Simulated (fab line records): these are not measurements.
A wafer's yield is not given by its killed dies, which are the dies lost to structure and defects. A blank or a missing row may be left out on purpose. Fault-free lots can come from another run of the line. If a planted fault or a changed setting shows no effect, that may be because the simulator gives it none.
One fault through the eyes of 2 desks :: flow rit cmos :: each desk has only its own numbers; what lay behind them comes last

## METROLOGY DESK
What the gauges read for every lot (on any tool): the sampled wafers with a number, averaged. Marked OUT: a lot whose mean sits more than 4 standard deviations from the usual mean, which makes it out of limits; the brackets give that distance.
Columns: A = NLDD_TW at RIT_NLDD_TW_MEAS_10, usual 2500; B = PLDD_OVL at RIT_PLDD_OVL_MEAS_06, usual -0.3 nm; C = PLDD_TW at RIT_PLDD_TW_MEAS_10, usual 2348
lot: L482
first seen here: day 4 02:15
A: 2504
B: 0.6
C: 2348

lot: L483
first seen here: day 4 10:21
A: 2496
B: -2.6
C: 2353

lot: L489
first seen here: day 5 14:47
A: 2511
B: -1.0
C: 2361

lot: L491
first seen here: day 5 22:02
A: 2474
B: -2.1
C: 2364

lot: L494
first seen here: day 6 15:02
A: 2510
B: 0.1
C: 2352

lot: L497
first seen here: day 7 03:40
A: 2499
B: -0.5
C: 2354
This desk found nothing out of limits on any of the 6 lots.

## TOOL OWNER'S DESK, wet bench-04
The tool's own readings at RIT_SPACER_CLEAN_00 (cleans in SC1, time 600 s): means of the sampled wafers that have a number, for each lot that ran on this tool. Marked OUT: a lot whose mean sits more than 4 standard deviations from the usual mean, which makes it out of limits; the brackets give that distance.
Columns: A = run length s at RIT_SPACER_CLEAN_00, usual 628 s
lot: L482
first seen here: day 4 03:52
A: 624

lot: L489
first seen here: day 5 16:38
A: 919 (+83) OUT

lot: L491
first seen here: day 5 23:29
A: 919 (+83) OUT
Finding of this desk: L489, L491 out of limits; the first was L489 at day 5 16:38, on run length s at RIT_SPACER_CLEAN_00. L482: within limits.

## TAKEN TOGETHER
The tool owner's desk had the chance to raise an alarm at day 5 16:38 on L489, L491.
The metrology desk saw nothing out of limits.
The metrology desk holds a record of L489, L491, inside its limits.
The lots listed all ran RIT_SPACER_CLEAN_00 on wet bench-04.

## WHAT HAD BEEN PUT IN BY THE SIMULATOR
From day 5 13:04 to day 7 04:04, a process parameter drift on wet bench-04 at RIT_SPACER_CLEAN_00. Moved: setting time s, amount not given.
Struck lots among those shown: L489, L491.
Each desk's first reading out of limits, in hours after the fault started: the tool owner's desk, 4.
